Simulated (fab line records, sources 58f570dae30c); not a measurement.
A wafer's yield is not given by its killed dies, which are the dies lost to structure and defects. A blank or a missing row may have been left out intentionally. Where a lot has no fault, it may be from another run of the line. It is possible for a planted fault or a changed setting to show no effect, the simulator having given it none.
fab line records | flow berkeley-cmos170
[record] lots = 7 | wafers = 21 | last-day = 11
route steps=331 shown PVT@118 GATE@125 FIELD@126
lots that met no fault: taken from a fault-free run of the same line
start-h: the number of hours between the record's first day and the start of the first shown wafer of the lot | wait-h: hours from the lot's prior step to this one | " unchanged from the row above | L1.1+2: a row that stands for several wafers | - no value present, or no start provided | * or withheld: withheld | < > ~ a bound
route shown NAME@n: names a module that has steps shown in the file, with the first one's number in the route | usual: average and standard deviation across the fault-free wafers | same: alike in all rows | chamber/n: place in a boat | sites: each site's reading | _std_site: standard deviation across them | _edge_site: the outer-site mean with the inner-site mean subtracted | radius-mm: how far each site lies from the wafer's centre | mask NAME#n: copy n | behind: the last tool/chamber to shape the wafer | hold: why the lot was held/for how many hours/how that ended | device: names the non-switching transistor (n, p or np) | end of line: tests run on the same wafers once the route is complete | step lacking rows: just its recipe | killed: dies that structure and defects cost at the first sort, which is not the same as the wafer's yield | map: a wafer's dies, x killed, . not, _ none there
set.NAME: the setting as run; set.NAME@STEP: as run at that earlier step | model.NAME: the simulator's own value behind a step, which no gauge read
lots seen at some steps along the route; tables by step, rows by wafer
services: the hour from which a tool's chamber was out of use, counted from the record's first day as start-h (under 0 if before that day), plus the number of hours and why
[[steps]]
[step UCB170_PVT_EXPOSE_03]
[recipe] mask-id = NWELL | target-cd-nm = 3000 | na = 0.5 | sigma-outer = 0.6 | source-shape = conventional | dose-mj = 30
[step UCB170_PVT_PEB_04]
[recipe] peb-temp-c = 130 | peb-time-s = withheld | resist = KrF
[step UCB170_PVT_DEVELOP_05]
[recipe] developer = TMAH | develop-time-s = 45 | resist = KrF | dev-temp-c = 21
[step UCB170_PVT_OVL_MEAS_06]
[usual] PVT_OVL = 3/5.3
lot.wafer | tool       | chamber | start-h | wait-h | PVT_OVL[nm]
L593.2    | overlay-02 | -       | 102.84  | -      | 9
L593.4    | "          | -       | "       | "      | 5
L593.6    | "          | -       | "       | "      | 9
L603.2    | overlay-01 | -       | 172.92  | -      | 2
L603.3    | "          | -       | "       | "      | -4
L603.5    | "          | -       | "       | "      | -2
L604.2    | overlay-02 | -       | 176.65  | -      | -1
L604.4    | "          | -       | "       | "      | 4
L604.5    | "          | -       | "       | "      | 7
L606.1    | overlay-01 | -       | 183.91  | -      | 9
L606.5    | "          | -       | "       | "      | 5
L606.6    | "          | -       | "       | "      | 6
L607.1    | overlay-02 | -       | 184.18  | -      | 2
L607.2    | "          | -       | "       | "      | 5
L607.4    | "          | -       | "       | "      | 1
L608.1    | overlay-01 | -       | 191.70  | -      | 11
L608.3    | "          | -       | "       | "      | 7
L608.5    | "          | -       | "       | "      | 7
L614.1    | overlay-02 | -       | 223.72  | -      | 16
L614.3    | "          | -       | "       | "      | 13
L614.6    | "          | -       | "       | "      | 11
[step UCB170_PVT_IMPLANT_07]
[recipe] species = P | dose-cm2 = 2e+12 | energy-kev = 30 | tilt-deg = 7
[step UCB170_PVT_STRIP_08]
[recipe] chemistry = O2 | power-w = 400 | pressure-mtorr = 3500 | platen-temp-c = withheld | o2-flow-sccm = 400 | overash-fraction = 0.5
[usual] chamber-pressure-mTorr = 3500/3.2 | drypump-motor-current-A = 5.9/0.49 | oes-product-au = 0.735/0.0048 | strip-time-to-endpoint-s = 21.63/0.054
[same] overash-fraction = 0.5
lot.wafer | tool            | chamber | start-h | wait-h | chamber-pressure-mTorr | drypump-motor-current-A | oes-product-au | rf-hours-counter-h | strip-time-to-endpoint-s
L593.2    | plasma-asher-04 | 0       | 103.02  | 0.1    | 3501                   | 6.7                     | 0.736          | 40                 | 21.62
L593.4    | "               | 1       | "       | "      | 3502                   | 5.7                     | 0.736          | -                  | 21.60
L593.6    | "               | 0       | "       | "      | 3501                   | 6.7                     | 0.734          | -                  | 21.59
L603.2    | plasma-asher-01 | 0       | 173.10  | 0.1    | 3500                   | 5.0                     | 0.732          | 52                 | 21.68
L603.3    | "               | 0       | "       | "      | 3502                   | 5.0                     | 0.731          | -                  | 21.61
L603.5    | "               | 0       | "       | "      | 3501                   | 5.0                     | 0.733          | -                  | 21.66
L604.2    | plasma-asher-01 | 1       | 176.83  | 0.1    | 3502                   | 5.6                     | 0.732          | 52                 | 21.60
L604.4    | "               | 1       | "       | "      | 3500                   | 5.5                     | 0.741          | -                  | 21.58
L604.5    | "               | 0       | "       | "      | 3495                   | 5.0                     | 0.730          | -                  | 21.62
L606.1    | plasma-asher-02 | 0       | 184.09  | 0.1    | 3493                   | 6.0                     | 0.733          | 39                 | 21.75
L606.5    | "               | 1       | "       | "      | 3503                   | 6.1                     | 0.737          | -                  | 21.72
L606.6    | "               | 0       | "       | "      | 3502                   | 6.0                     | 0.729          | -                  | 21.72
L607.1    | plasma-asher-04 | 0       | 184.37  | 0.1    | 3500                   | 6.7                     | 0.737          | 49                 | 21.66
L607.2    | "               | 1       | "       | "      | 3498                   | 5.7                     | 0.732          | 49                 | 21.63
L607.4    | "               | 1       | "       | "      | 3499                   | 5.7                     | 0.735          | -                  | 21.77
L608.1    | plasma-asher-04 | 1       | 191.88  | 0.1    | 3498                   | 5.7                     | 0.742          | 50                 | 21.64
L608.3    | "               | 0       | "       | "      | 3502                   | 6.7                     | 0.738          | -                  | 21.70
L608.5    | "               | 0       | "       | "      | 3503                   | 6.8                     | 0.740          | -                  | 21.67
L614.1    | plasma-asher-02 | 1       | 223.90  | 0.1    | 3497                   | 6.1                     | 0.735          | 43                 | 21.59
L614.3    | "               | 0       | "       | "      | 3501                   | 6.1                     | 0.732          | -                  | 21.59
L614.6    | "               | 0       | "       | "      | 3501                   | 6.0                     | 0.734          | -                  | 21.59
[step UCB170_PVT_TW_MEAS_09]
[usual] PVT_TW = 505.3/2.9
lot.wafer | tool          | chamber | start-h | wait-h | PVT_TW
L593.2    | film-metro-04 | -       | 103.13  | 0.1    | 499.7
L593.4    | "             | -       | "       | "      | 500.6
L593.6    | "             | -       | "       | "      | 503.0
L603.2    | film-metro-04 | -       | 173.21  | 0.1    | 510.9
L603.3    | "             | -       | "       | "      | 507.3
L603.5    | "             | -       | "       | "      | 508.2
L604.2    | film-metro-04 | -       | 176.94  | 0.1    | 507.6
L604.4    | "             | -       | "       | "      | 509.8
L604.5    | "             | -       | "       | "      | 510.0
L606.1    | film-metro-04 | -       | 184.19  | 0.1    | 506.7
L606.5    | "             | -       | "       | "      | 508.2
L606.6    | "             | -       | "       | "      | 506.2
L607.1    | film-metro-04 | -       | 184.47  | 0.1    | 507.9
L607.2    | "             | -       | "       | "      | 509.5
L607.4    | "             | -       | "       | "      | 503.6
L608.1    | film-metro-04 | -       | 191.98  | 0.1    | 508.0
L608.3    | "             | -       | "       | "      | 505.8
L608.5    | "             | -       | "       | "      | 505.4
L614.1    | film-metro-04 | -       | 224.00  | 0.1    | 509.1
L614.3    | "             | -       | "       | "      | 510.3
L614.6    | "             | -       | "       | "      | 510.2
[step UCB170_GATE_WET_ETCH_00]
[recipe] chemistry = dHF | dilution = 25:1 | target = SiO2 | temp-c = 25 | time-s = 200
[step UCB170_FIELD_THK_MEAS_91]
[recipe] reads = SiO2_of_FIELD_OXIDATION_01
[usual] FIELD_OXIDE_LEFT_2_THK = 350/8.6
lot.wafer | tool          | chamber | start-h | wait-h | FIELD_OXIDE_LEFT_2_THK[nm]
L593.2    | film-metro-04 | -       | 103.26  | 0.0    | 352
L593.4    | "             | -       | "       | "      | 338
L593.6    | "             | -       | "       | "      | 354
L603.2    | film-metro-03 | -       | 173.38  | 0.0    | 350
L603.3    | "             | -       | "       | "      | 354
L603.5    | "             | -       | "       | "      | 345
L604.2    | film-metro-03 | -       | 177.06  | 0.0    | 366
L604.4    | "             | -       | "       | "      | 370
L604.5    | "             | -       | "       | "      | 372
L606.1    | film-metro-02 | -       | 184.32  | 0.0    | 350
L606.5    | "             | -       | "       | "      | 355
L606.6    | "             | -       | "       | "      | 345
L607.1    | film-metro-03 | -       | 184.59  | 0.0    | 354
L607.2    | "             | -       | "       | "      | 355
L607.4    | "             | -       | "       | "      | 368
L608.1    | film-metro-03 | -       | 192.17  | 0.0    | 352
L608.3    | "             | -       | "       | "      | 354
L608.5    | "             | -       | "       | "      | 353
L614.1    | film-metro-04 | -       | 224.17  | 0.0    | 347
L614.3    | "             | -       | "       | "      | 349
L614.6    | "             | -       | "       | "      | 362
[step UCB170_GATE_OXIDATION_01]
[recipe] temp-c = 850 | ambient = O2 | target-thk-a = 66 | ox-time-s = 1800
[step UCB170_GATE_THK_MEAS_02]
[recipe] reads = SiO2_of_GATE_OXIDATION_01
[usual] GATE_OXIDE_THK = 6.62/0.13
lot.wafer | tool          | chamber | start-h | wait-h | GATE_OXIDE_THK[nm]
L593.2    | film-metro-02 | -       | 104.93  | 0.1    | 6.53
L593.4    | "             | -       | "       | "      | 6.46
L593.6    | "             | -       | "       | "      | 6.50
L603.2    | film-metro-01 | -       | 177.71  | 0.1    | 6.66
L603.3    | "             | -       | "       | "      | 6.73
L603.5    | "             | -       | "       | "      | 6.76
L604.2    | film-metro-02 | -       | 181.86  | 0.0    | 6.42
L604.4    | "             | -       | "       | "      | 6.52
L604.5    | "             | -       | "       | "      | 6.56
L606.1    | film-metro-01 | -       | 191.34  | 0.0    | 6.34
L606.5    | "             | -       | "       | "      | 6.54
L606.6    | "             | -       | "       | "      | 6.53
L607.1    | film-metro-03 | -       | 191.34  | 0.0    | 6.62
L607.2    | "             | -       | "       | "      | 6.49
L607.4    | "             | -       | "       | "      | 6.64
L608.1    | film-metro-03 | -       | 197.29  | 0.0    | 6.63
L608.3    | "             | -       | "       | "      | 6.59
L608.5    | "             | -       | "       | "      | 6.66
L614.1    | film-metro-03 | -       | 228.53  | 0.0    | 6.59
L614.3    | "             | -       | "       | "      | 6.65
L614.6    | "             | -       | "       | "      | 6.64
[step UCB170_GATE_ANNEAL_03]
[recipe] temp-c = 900 | time-s = 1800 | ambient = N2
[step UCB170_GATE_CVD_04]
[recipe] material = poly-Si | temp-c = 610 | precursor = SiH4 | time-s = 1440 | pressure-mtorr = 375 | target-thk-nm = 214 | sih4-flow-sccm = 120
[usual] zone-power-load-pct = 13.7/1.1
lot.wafer | tool     | chamber | start-h | wait-h | zone-power-load-pct | model.poly-Si_of_GATE_CVD_04.thk-nm
L593.2    | lpcvd-02 | 0       | 107.23  | 0.0    | 14.7                | 211.4
L593.4    | "        | 0       | "       | "      | 15.0                | 211.2
L593.6    | "        | 0       | "       | "      | 14.9                | 209.8
L603.2    | lpcvd-02 | 0       | 182.01  | 0.0    | 14.5                | 213.9
L603.3    | "        | 0       | "       | "      | 15.2                | 212.8
L603.5    | "        | 0       | "       | "      | 14.9                | 211.9
L604.2    | lpcvd-02 | 0       | 186.11  | 0.0    | 15.1                | 279.7
L604.4    | "        | 0       | "       | "      | 14.8                | 280.4
L604.5    | "        | 0       | "       | "      | 14.7                | 279.2
L606.1    | lpcvd-02 | 1       | 197.01  | 0.0    | 12.3                | 283.9
L606.5    | "        | 1       | "       | "      | 12.7                | 283.7
L606.6    | "        | 1       | "       | "      | 12.5                | 284
L607.1    | lpcvd-02 | 0       | 197.01  | 0.0    | 15.2                | 283
L607.2    | "        | 0       | "       | "      | 15.2                | 281.9
L607.4    | "        | 0       | "       | "      | 15.3                | 281
L608.1    | lpcvd-01 | 0       | 203.57  | 0.5    | 12.9                | 213.5
L608.3    | "        | 0       | "       | "      | 12.8                | 212.1
L608.5    | "        | 0       | "       | "      | 12.7                | 212
L614.1    | lpcvd-01 | 0       | 236.54  | 2.4    | 12.7                | 210.2
L614.3    | "        | 0       | "       | "      | 12.8                | 211.6
L614.6    | "        | 0       | "       | "      | 12.8                | 213
[step UCB170_GATE_THK_MEAS_05]
[recipe] reads = poly-Si_of_GATE_CVD_04
[usual] GATE_POLY_THK = 213.8/2
lot.wafer | tool          | chamber | start-h | wait-h | GATE_POLY_THK[nm]
L593.2    | film-metro-02 | -       | 108.64  | 0.0    | 211.5
L593.4    | "             | -       | "       | "      | 211.2
L593.6    | "             | -       | "       | "      | 209.7
L603.2    | film-metro-02 | -       | 183.43  | 0.0    | 213.8
L603.3    | "             | -       | "       | "      | 212.8
L603.5    | "             | -       | "       | "      | 212.0
L604.2    | film-metro-03 | -       | 187.52  | 0.0    | 279.5
L604.4    | "             | -       | "       | "      | 280.6
L604.5    | "             | -       | "       | "      | 279.3
L606.1    | film-metro-02 | -       | 198.41  | 0.0    | 283.9
L606.5    | "             | -       | "       | "      | 283.5
L606.6    | "             | -       | "       | "      | 284.0
L607.1    | film-metro-01 | -       | 198.41  | 0.0    | 282.9
L607.2    | "             | -       | "       | "      | 281.8
L607.4    | "             | -       | "       | "      | 280.8
L608.1    | film-metro-02 | -       | 204.97  | 0.0    | 213.4
L608.3    | "             | -       | "       | "      | 211.9
L608.5    | "             | -       | "       | "      | 212.2
L614.1    | film-metro-03 | -       | 237.94  | 0.0    | 210.3
L614.3    | "             | -       | "       | "      | 211.6
L614.6    | "             | -       | "       | "      | 213.1
[step UCB170_GATE_COAT_06]
[recipe] resist = BARC | temp-c = withheld | time-s = withheld | spin-rpm = 3000 | resist-thk-nm = withheld
[step UCB170_GATE_COAT_07]
[recipe] resist = KrF | spin-rpm = 1500 | resist-thk-nm = 900
[step UCB170_GATE_SOFTBAKE_08]
[recipe] resist = KrF | temp-c = 130 | time-s = 60
[step UCB170_GATE_EXPOSE_09]
[recipe] mask-id = POLY | target-cd-nm = 350 | na = 0.5 | sigma-outer = 0.6 | source-shape = conventional | dose-mj = 21
[step UCB170_GATE_PEB_10]
[recipe] peb-temp-c = 130 | peb-time-s = withheld | resist = KrF
[step UCB170_GATE_DEVELOP_11]
[recipe] developer = TMAH | develop-time-s = 45 | resist = KrF | dev-temp-c = 21
[step UCB170_GATE_CD_MEAS_12]
[recipe] target-cd-nm = 350
[usual] cd-nm = 349.9/1.4
lot.wafer | tool      | chamber | start-h | wait-h | cd-nm
L593.2    | cd-sem-02 | -       | 110.86  | -      | 351.0
L593.4    | "         | -       | "       | "      | 349.9
L593.6    | "         | -       | "       | "      | 349.6
L603.2    | cd-sem-02 | -       | 184.69  | -      | 349.0
L603.3    | "         | -       | "       | "      | 350.0
L603.5    | "         | -       | "       | "      | 350.1
L604.2    | cd-sem-01 | -       | 189.24  | -      | 347.7
L604.4    | "         | -       | "       | "      | 347.9
L604.5    | "         | -       | "       | "      | 347.8
L606.1    | cd-sem-01 | -       | 199.31  | -      | 349.1
L606.5    | "         | -       | "       | "      | 350.0
L606.6    | "         | -       | "       | "      | 348.4
L607.1    | cd-sem-02 | -       | 199.55  | -      | 351.8
L607.2    | "         | -       | "       | "      | 349.9
L607.4    | "         | -       | "       | "      | 350.4
L608.1    | cd-sem-02 | -       | 206.40  | -      | 349.8
L608.3    | "         | -       | "       | "      | 350.4
L608.5    | "         | -       | "       | "      | 350.7
L614.1    | cd-sem-02 | -       | 239.16  | -      | 348.6
L614.3    | "         | -       | "       | "      | 349.5
L614.6    | "         | -       | "       | "      | 348.5
[step UCB170_GATE_OVL_MEAS_13]
[usual] GATE_OVL = -2/5.9
lot.wafer | tool       | chamber | start-h | wait-h | GATE_OVL[nm]
L593.2    | overlay-02 | -       | 110.96  | 0.1    | -3
L593.4    | "          | -       | "       | "      | 1
L593.6    | "          | -       | "       | "      | -3
L603.2    | overlay-01 | -       | 184.80  | 0.1    | 1
L603.3    | "          | -       | "       | "      | -4
L603.5    | "          | -       | "       | "      | 2
L604.2    | overlay-02 | -       | 189.34  | 0.1    | -7
L604.4    | "          | -       | "       | "      | -2
L604.5    | "          | -       | "       | "      | -5
L606.1    | overlay-01 | -       | 199.43  | 0.1    | 1
L606.5    | "          | -       | "       | "      | -6
L606.6    | "          | -       | "       | "      | -6
L607.1    | overlay-02 | -       | 199.67  | 0.1    | -4
L607.2    | "          | -       | "       | "      | -1
L607.4    | "          | -       | "       | "      | -2
L608.1    | overlay-01 | -       | 206.52  | 0.1    | -2
L608.3    | "          | -       | "       | "      | -8
L608.5    | "          | -       | "       | "      | -3
L614.1    | overlay-01 | -       | 239.28  | 0.1    | -7
L614.3    | "          | -       | "       | "      | -6
L614.6    | "          | -       | "       | "      | -3
[step UCB170_GATE_ETCH_14]
[recipe] chemistry = N2/H2 | target-depth-a = withheld | overetch-a = withheld | target = BARC | time-s = withheld | source-w = 500 | bias-w = 100 | pressure-mtorr = 30 | n2-flow-sccm = 100 | h2-flow-sccm = 200
[usual] chamber-pressure-mTorr = 30.002/0.025 | drypump-motor-current-A = 5.8/0.41 | oes-product-au = 0.999/0.011 | throttle-valve-pct = 13.28/0.19
lot.wafer | tool        | chamber | start-h | wait-h | chamber-pressure-mTorr | drypump-motor-current-A | oes-product-au | throttle-valve-pct
L593.2    | rie-diel-03 | 1       | 110.99  | 0.0    | 29.991                 | 5.5                     | 0.982          | 13.46
L593.4    | "           | 1       | "       | "      | 29.998                 | 5.5                     | 0.985          | 13.46
L593.6    | "           | 2       | "       | "      | 30.013                 | 6.0                     | 0.984          | 13.04
L603.2    | rie-diel-03 | 2       | 184.83  | 0.0    | 29.990                 | 6.0                     | 0.983          | 13.05
L603.3    | "           | 0       | "       | "      | 30.016                 | 5.5                     | 0.988          | 13.49
L603.5    | "           | 0       | "       | "      | 29.989                 | 5.5                     | 0.989          | 13.53
L604.2    | rie-diel-02 | 0       | 189.37  | 0.0    | 30.019                 | 6.0                     | 1.015          | 13.41
L604.4    | "           | 3       | "       | "      | 30.047                 | 6.3                     | 1.000          | 13.42
L604.5    | "           | 3       | "       | "      | 30.000                 | 6.3                     | 1.001          | 13.43
L606.1    | rie-diel-02 | 1       | 199.47  | 0.0    | 29.976                 | 5.5                     | 0.987          | 13.46
L606.5    | "           | 3       | "       | "      | 30.057                 | 6.3                     | 0.986          | 13.40
L606.6    | "           | 0       | "       | "      | 29.992                 | 6.0                     | 0.996          | 13.42
L607.1    | rie-diel-01 | 2       | 199.71  | 0.0    | 29.946                 | 6.6                     | 0.995          | 13.04
L607.2    | "           | 1       | "       | "      | 30.012                 | 5.5                     | 1.007          | 13.43
L607.4    | "           | 3       | "       | "      | 30.003                 | 5.5                     | 0.995          | 12.96
L608.1    | rie-diel-02 | 3       | 206.55  | 0.0    | 30.005                 | 6.4                     | 0.988          | 13.43
L608.3    | "           | 2       | "       | "      | 30.009                 | 5.5                     | 1.005          | 13.12
L608.5    | "           | 0       | "       | "      | 29.966                 | 6.0                     | 1.032          | 13.40
L614.1    | rie-diel-03 | 2       | 239.31  | 0.0    | 29.951                 | 6.0                     | 0.982          | 13.05
L614.3    | "           | 3       | "       | "      | 30.012                 | 5.3                     | 0.997          | 13.23
L614.6    | "           | 1       | "       | "      | 30.028                 | 5.5                     | 0.994          | 13.46
[step UCB170_GATE_ETCH_15]
[recipe] chemistry = HBr/Cl2 | target = poly-Si | stop-on = SiO2 | over-etch-frac = 0.3 | icp-w = 300 | bias-w = 150 | time-s = 56.3 | pressure-mtorr = 15 | HBr_flow_sccm = 150 | Cl2_flow_sccm = 50 | target-depth-a = 2782
[usual] chamber-pressure-mTorr = 15.000/0.014 | drypump-motor-current-A = 5.42/0.26 | oes-product-au = 0.835/0.013 | throttle-valve-pct = 26.46/0.12
lot.wafer | tool      | chamber | start-h | wait-h | chamber-pressure-mTorr | drypump-motor-current-A | oes-product-au | rf-hours-counter-h | throttle-valve-pct | model.etch.depth-nm | model.GATE.feature-depth-nm
L593.2    | rie-si-02 | 3       | 111.04  | -      | 14.995                 | 5.52                    | 0.832          | 0                  | 26.38              | 211.4               | 211.4
L593.4    | "         | 3       | "       | "      | 14.975                 | 5.55                    | 0.823          | -                  | 26.39              | 211.2               | 211.2
L593.6    | "         | 1       | "       | "      | 14.996                 | 5.73                    | 0.846          | -                  | 26.33              | 209.8               | 209.8
L603.2    | rie-si-02 | 1       | 184.87  | -      | 15.002                 | 5.70                    | 0.857          | 2                  | 26.32              | 213.9               | 213.9
L603.3    | "         | 3       | "       | "      | 14.985                 | 5.52                    | 0.826          | 0                  | 26.40              | 212.8               | 212.8
L603.5    | "         | 3       | "       | "      | 15.000                 | 5.51                    | 0.833          | -                  | 26.38              | 211.9               | 211.9
L604.2    | rie-si-02 | 3       | 189.42  | -      | 14.986                 | 5.50                    | 0.989          | 1                  | 26.39              | 278.5               | 278.5
L604.4    | "         | 1       | "       | "      | 15.002                 | 5.69                    | 1.028          | 2                  | 26.32              | 278.9               | 278.9
L604.5    | "         | 3       | "       | "      | 15.013                 | 5.52                    | 0.992          | -                  | 26.39              | 278.8               | 278.8
L606.1    | rie-si-01 | 2       | 199.51  | -      | 15.008                 | 5.28                    | 1.002          | 77                 | 26.37              | 281.5               | 281.5
L606.5    | "         | 1       | "       | "      | 14.990                 | 5.64                    | 0.974          | -                  | 26.66              | 277.8               | 277.8
L606.6    | "         | 0       | "       | "      | 14.998                 | 5.75                    | 0.973          | -                  | 26.60              | 274                 | 274
L607.1    | rie-si-02 | 0       | 199.75  | -      | 14.988                 | 5.05                    | 1.017          | 0                  | 26.49              | 280.6               | 280.6
L607.2    | "         | 2       | "       | "      | 15.016                 | 5.19                    | 0.991          | 86                 | 26.34              | 276.2               | 276.2
L607.4    | "         | 3       | "       | "      | 15.003                 | 5.51                    | 0.993          | 1                  | 26.40              | 276.7               | 276.7
L608.1    | rie-si-01 | 1       | 206.59  | -      | 14.997                 | 5.62                    | 0.810          | 1                  | 26.66              | 213.5               | 213.5
L608.3    | "         | 2       | "       | "      | 14.991                 | 5.28                    | 0.823          | 77                 | 26.38              | 212.1               | 212.1
L608.5    | "         | 3       | "       | "      | 14.998                 | 5.08                    | 0.823          | -                  | 26.59              | 212                 | 212
L614.1    | rie-si-01 | 3       | 239.35  | -      | 15.005                 | 5.09                    | 0.824          | 0                  | 26.56              | 210.2               | 210.2
L614.3    | "         | 1       | "       | "      | 14.997                 | 5.65                    | 0.811          | 1                  | 26.66              | 211.6               | 211.6
L614.6    | "         | 2       | "       | "      | 15.009                 | 5.26                    | 0.828          | -                  | 26.38              | 213                 | 213
[step UCB170_GATE_STRIP_16]
[recipe] chemistry = O2 | power-w = 400 | pressure-mtorr = 3500 | platen-temp-c = withheld | o2-flow-sccm = 400 | overash-fraction = 0.5
[usual] chamber-pressure-mTorr = 3500/3.1 | drypump-motor-current-A = 5.9/0.54 | oes-product-au = 0.725/0.0046
[same] overash-fraction = 0.5
lot.wafer | tool            | chamber | start-h | wait-h | chamber-pressure-mTorr | drypump-motor-current-A | oes-product-au | rf-hours-counter-h | model.poly-Si_of_GATE_CVD_04.thk-nm
L593.2    | plasma-asher-02 | 0       | 111.08  | 0.0    | 3494                   | 6.0                     | 0.729          | 31                 | 211.1
L593.4    | "               | 0       | "       | "      | 3498                   | 6.0                     | 0.736          | -                  | 210.9
L593.6    | "               | 1       | "       | "      | 3503                   | 6.1                     | 0.717          | -                  | 209.4
L603.2    | plasma-asher-02 | 0       | 184.92  | 0.0    | 3499                   | 6.0                     | 0.727          | 39                 | 213.5
L603.3    | "               | 1       | "       | "      | 3502                   | 6.1                     | 0.720          | -                  | 212.4
L603.5    | "               | 0       | "       | "      | 3498                   | 6.0                     | 0.727          | -                  | 211.5
L604.2    | plasma-asher-04 | 0       | 189.46  | 0.0    | 3502                   | 6.7                     | 0.726          | 50                 | 279.3
L604.4    | "               | 0       | "       | "      | 3499                   | 6.7                     | 0.725          | -                  | 280.1
L604.5    | "               | 0       | "       | "      | 3503                   | 6.7                     | 0.732          | -                  | 278.8
L606.1    | plasma-asher-03 | 0       | 199.56  | 0.0    | 3501                   | 6.1                     | 0.724          | 6                  | 283.6
L606.5    | "               | 0       | "       | "      | 3508                   | 6.1                     | 0.724          | -                  | 283.4
L606.6    | "               | 1       | "       | "      | 3503                   | 4.9                     | 0.728          | -                  | 283.6
L607.1    | plasma-asher-04 | 1       | 199.80  | 0.0    | 3499                   | 5.7                     | 0.729          | 51                 | 282.6
L607.2    | "               | 0       | "       | "      | 3495                   | 6.7                     | 0.715          | 51                 | 281.5
L607.4    | "               | 1       | "       | "      | 3501                   | 5.7                     | 0.726          | -                  | 280.7
L608.1    | plasma-asher-04 | 0       | 206.64  | 0.0    | 3499                   | 6.7                     | 0.732          | 52                 | 213.1
L608.3    | "               | 1       | "       | "      | 3499                   | 5.7                     | 0.724          | -                  | 211.7
L608.5    | "               | 1       | "       | "      | 3507                   | 5.7                     | 0.723          | -                  | 211.6
L614.1    | plasma-asher-04 | 1       | 239.40  | 0.0    | 3500                   | 5.7                     | 0.725          | 55                 | 209.8
L614.3    | "               | 0       | "       | "      | 3500                   | 6.7                     | 0.716          | -                  | 211.2
L614.6    | "               | 1       | "       | "      | 3498                   | 5.7                     | 0.719          | -                  | 212.6
[step UCB170_GATE_CD_MEAS_90]
[recipe] target-cd-nm = 350
[usual] cd-nm = 350.1/1.6
lot.wafer | tool      | chamber | start-h | wait-h | cd-nm
L593.2    | cd-sem-01 | -       | 111.20  | 0.1    | 350.7
L593.4    | "         | -       | "       | "      | 350.0
L593.6    | "         | -       | "       | "      | 350.7
L603.2    | cd-sem-01 | -       | 185.04  | 0.1    | 350.3
L603.3    | "         | -       | "       | "      | 351.1
L603.5    | "         | -       | "       | "      | 350.5
L604.2    | cd-sem-02 | -       | 189.60  | 0.1    | 347.4
L604.4    | "         | -       | "       | "      | 347.2
L604.5    | "         | -       | "       | "      | 347.5
L606.1    | cd-sem-01 | -       | 199.66  | 0.1    | 349.5
L606.5    | "         | -       | "       | "      | 350.3
L606.6    | "         | -       | "       | "      | 349.3
L607.1    | cd-sem-01 | -       | 199.90  | 0.1    | 352.9
L607.2    | "         | -       | "       | "      | 350.6
L607.4    | "         | -       | "       | "      | 351.2
L608.1    | cd-sem-01 | -       | 206.74  | 0.1    | 348.9
L608.3    | "         | -       | "       | "      | 350.2
L608.5    | "         | -       | "       | "      | 351.0
L614.1    | cd-sem-01 | -       | 239.64  | 0.2    | 348.8
L614.3    | "         | -       | "       | "      | 349.4
L614.6    | "         | -       | "       | "      | 348.4
[[services]]
tool            | chamber | start-h | hours | kind
rie-diel-01     | 2       | 87.16   | 1.3   | repair
rie-si-02       | 0       | 96.45   | -     | clean
rie-si-02       | 0       | 96.45   | 24.4  | scheduled-down
rie-si-02       | 0       | 96.45   | 24.4  | vent-cycle
rie-diel-03     | 3       | 98.54   | 13.0  | repair
rie-diel-01     | 3       | 99.68   | -     | clean
rie-diel-01     | 3       | 99.68   | 25.0  | scheduled-down
rie-diel-01     | -       | 108.16  | 14.6  | pm
plasma-asher-03 | -       | 108.75  | 9.0   | pm
plasma-asher-03 | -       | 126.91  | 15.6  | pm
plasma-asher-02 | -       | 157.02  | 1.9   | repair
plasma-asher-02 | -       | 157.98  | 4.2   | repair
rie-diel-03     | 0       | 162.65  | 1.4   | repair
rie-si-02       | -       | 163.53  | 0.1   | repair
rie-diel-01     | 2       | 169.10  | 12.9  | repair
rie-si-01       | 3       | 181.36  | -     | clean
rie-si-01       | 3       | 181.36  | 18.7  | scheduled-down
rie-si-01       | 3       | 181.36  | 18.7  | vent-cycle
plasma-asher-02 | -       | 199.51  | 5.9   | repair
rie-diel-01     | 0       | 213.44  | 4.2   | repair
rie-diel-03     | -       | 218.63  | 4.0   | pm
lpcvd-02        | -       | 232.80  | 6.0   | pm
rie-diel-03     | 0       | 233.42  | 36.3  | repair
rie-diel-01     | -       | 236.00  | 0.2   | repair
[[key]]
[first-sign] step = UCB170_GATE_THK_MEAS_05 | reading = GATE_POLY_THK | direction = up | sigmas = 35 | usual = 213.8 | struck = 281.8
[effect] step = UCB170_GATE_ETCH_15 | reading = oes-product-au | direction = up | sigmas = 12 | usual = 0.835 | struck = 0.996
[model-effect] step = UCB170_GATE_CVD_04 | value = poly-Si_of_GATE_CVD_04.thk-nm | without = 215.5 | struck = 281.9
[model-effect] step = UCB170_GATE_ETCH_15 | value = etch.depth-nm | without = 215.5 | struck = 278.1
[model-effect] step = UCB170_GATE_STRIP_16 | value = poly-Si_of_GATE_CVD_04.thk-nm | without = 215.2 | struck = 281.5
met-at UCB170_GATE_CVD_04
struck-wafers L604.2,L604.4,L604.5,L606.1,L606.5,L606.6,L607.1,L607.2,L607.4
later-rows-left-out L604.4,L606.1,L606.5,L606.6,L607.1,L607.2
sort-left-out L604.2,L604.4,L604.5,L606.1,L606.5,L606.6,L607.1,L607.2,L607.4
tester-left-out L604,L606,L607
onset-between 182.01 186.11
[fault] kind = process-parameter-drift | tool = lpcvd-02 | chamber = - | onset-h = 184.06 | steps = UCB170_GATE_CVD_04 | channel = target-thk-nm | offset = 66.336 | shape = step | end-h = 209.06 | acts-in = these-recipes-only | stated = 214
// tester-left-out: of these lots the tester's yield and bins aren't shown, on N5 and GAA mostly nor the transistor test; their killed dies are dies lost to structure and defects alone, not to doping, threshold or leakage, so they don't give the yield
// sort-left-out: the simulated sort isn't trusted on such a fault, so these wafers' sort isn't shown, and their yield isn't known
// later-rows-left-out: the simulator's readings of these wafers behind a module that went badly wrong aren't trusted and aren't shown, but for the sort
